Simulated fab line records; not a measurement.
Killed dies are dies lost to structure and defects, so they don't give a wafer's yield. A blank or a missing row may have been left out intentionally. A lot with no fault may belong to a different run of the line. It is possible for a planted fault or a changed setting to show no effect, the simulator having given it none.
Which tool is to blame? ; flow berkeley_cmos170 ; 42 wafers from 14 lots sampled at 4 of the route's 331 steps

== WHAT EACH GAUGE READ, for each wafer ==
UCB170_PWELL_TW_MEAS_17.
lot;measured;on;PWELL_TW
L318;day 3 00:47;film_metro-04;379.6 377.6 376.6
L317;day 3 00:49;film_metro-03;378.8 380.5 375.3
L319;day 3 08:37;film_metro-01;378.3 379.4 379.5
L320;day 3 13:24;film_metro-04;377.0 375.8 375.0
L321;day 3 21:20;film_metro-04;376.2 375.8 376.2
L322;day 3 21:31;film_metro-01;379.3 379.0 379.2
L323;day 4 07:05;film_metro-01;380.1 377.3 379.7
L324;day 4 22:35;film_metro-01;378.7 377.7 379.5
L329;day 5 09:05;film_metro-01;405.8 404.4 406.3
L330;day 5 19:55;film_metro-03;401.7 403.3 404.6
L332;day 6 08:11;film_metro-04;374.1 373.9 376.3
L334;day 6 10:29;film_metro-01;383.3 381.3 381.4
L337;day 7 00:29;film_metro-04;377.2 374.8 375.8
L339;day 7 11:55;film_metro-03;380.7 379.8 379.0

UCB170_FIELD_THK_MEAS_90.
lot;measured;on;FIELD_OXIDE_LEFT_1_THK (nm)
L318;day 4 13:54;film_metro-03;435 438 432
L317;day 4 13:52;film_metro-04;425 428 437
L319;day 4 20:48;film_metro-01;444 448 444
L320;day 5 02:01;film_metro-03;420 419 407
L321;day 5 12:36;film_metro-03;438 435 440
L322;day 5 12:35;film_metro-01;443 435 433
L323;day 6 08:03;film_metro-04;423 420 427
L324;day 6 19:23;film_metro-04;431 435 422
L329;day 7 02:52;film_metro-03;435 433 434
L330;day 7 10:31;film_metro-04;437 437 435
L332;day 8 02:53;film_metro-03;445 446 441
L334;day 8 02:51;film_metro-03;426 436 431
L337;day 8 19:02;film_metro-01;422 432 428
L339;day 9 09:21;film_metro-04;450 443 431

UCB170_V1_OVL_MEAS_13.
lot;measured;on;V1_OVL (nm)
L318;day 7 01:01;overlay-01;-2 -3 1
L317;day 7 04:24;overlay-01;2 -2 3
L319;day 7 08:32;overlay-02;0 4 2
L320;day 7 11:57;overlay-01;-2 1 3
L321;day 8 04:09;overlay-01;-1 -1 4
L322;day 7 23:59;overlay-01;2 -4 1
L323;day 8 08:26;overlay-02;-3 0 -1
L324;day 8 19:01;overlay-02;7 1 1
L329;day 9 10:39;overlay-01;-6 -5 -2
L330;day 9 17:12;overlay-02;0 -8 3
L332;day 10 20:17;overlay-02;0 5 1
L334;day 11 02:52;overlay-01;7 -3 0
L337;day 11 13:23;overlay-01;-5 3 2
L339;day 12 04:05;overlay-01;-1 3 1

== TOOL THAT RAN EACH LOT (tool first, then ch and the chambers of the sampled wafers, then the start) ==
lot;UCB170_PWELL_IMPLANT_15
L318;implanter-03 ch 0, day 3 00:32
L317;implanter-04 ch 0, day 3 00:34
L319;implanter-04 ch 0, day 3 08:22
L320;implanter-04 ch 0, day 3 13:12
L321;implanter-01 ch 0, day 3 21:07
L322;implanter-04 ch 0, day 3 21:16
L323;implanter-01 ch 0, day 4 06:50
L324;implanter-01 ch 0, day 4 22:22
L329;implanter-04 ch 0, day 5 08:50
L330;implanter-04 ch 0, day 5 19:41
L332;implanter-01 ch 0, day 6 07:56
L334;implanter-01 ch 0, day 6 10:16
L337;implanter-01 ch 0, day 7 00:14
L339;implanter-01 ch 0, day 7 11:40
- UCB170_PWELL_IMPLANT_15

== WHAT THE TOOLS THEMSELVES READ (means of the sampled wafers that have a number; where no wafer has one, the mark that the record gives instead) ==
UCB170_PWELL_IMPLANT_15.
lot;tool;dose_ions_cm2;faraday_current_uA
L318;implanter-03;5.003e+12;16.1
L317;implanter-04;5.001e+12;15.9
L319;implanter-04;5.001e+12;15.9
L320;implanter-04;4.994e+12;15.7
L321;implanter-01;5.006e+12;15.9
L322;implanter-04;5.000e+12;15.8
L323;implanter-01;5.001e+12;15.5
L324;implanter-01;4.996e+12;15.7
L329;implanter-04;6.202e+12;19.4
L330;implanter-04;6.192e+12;19.5
L332;implanter-01;4.999e+12;15.8
L334;implanter-01;5.002e+12;15.7
L337;implanter-01;5.009e+12;15.7
L339;implanter-01;5.006e+12;15.8

== THE ANSWER, worked out from the rows above alone ==
Rule: what is usual is taken from the lots themselves. Put in order of their means at a reading, lots are off if they are a third of the lots or fewer, leave a main group of 4 or more, and stand apart from it by a gap of 3 or more times the standard deviation of the main group's means; of several such gaps the widest counts. A main group whose means are all the same, to the digits that the tables above print for the reading, isn't used. Also off: a lot with no number at a reading for which 4 or more lots have one. Any other lot the step has rows for is counted as sound. Order of review: gauges by route order, followed by the tools' own readings, for which a lot's mean as printed above is used. The first step at which some lot is off is used, and at that step the reading that is off furthest; a lot without a number counts as furthest.
Off: at UCB170_PWELL_TW_MEAS_17 (PWELL_TW), L329, L330. For the main group the mean is 378.0 and the standard deviation 2.
A tool fits if, at a process step before that reading, it ran every lot that is off, and no sound lot after the first of them. Not tried: the gauges at UCB170_PWELL_TW_MEAS_17; whatever is off there is also off at UCB170_PWELL_IMPLANT_15, on other tools, and gauge error can't account for it. One fits: UCB170_PWELL_IMPLANT_15 on implanter-04. A fault onset in the window from L322 (day 3 21:16, its last sound lot) to L329 (day 5 08:50, its first lot off) fits.
The tool's own readings at UCB170_PWELL_IMPLANT_15 bear it out: on the lots that are off they differ by more than 5 times the standard deviation of the sound lots' means. dose_ions_cm2 reads 6.197e+12 there against 5.002e+12 on the sound lots; faraday_current_uA reads 19.4 there against 15.8 on the sound lots.

== WHAT HAD BEEN PUT IN BY THE SIMULATOR ==
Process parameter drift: implanter-04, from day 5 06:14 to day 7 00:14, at UCB170_PWELL_IMPLANT_15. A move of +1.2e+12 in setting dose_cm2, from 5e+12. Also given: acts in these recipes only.
Lots struck among those shown: L329, L330. The rule above found the same.
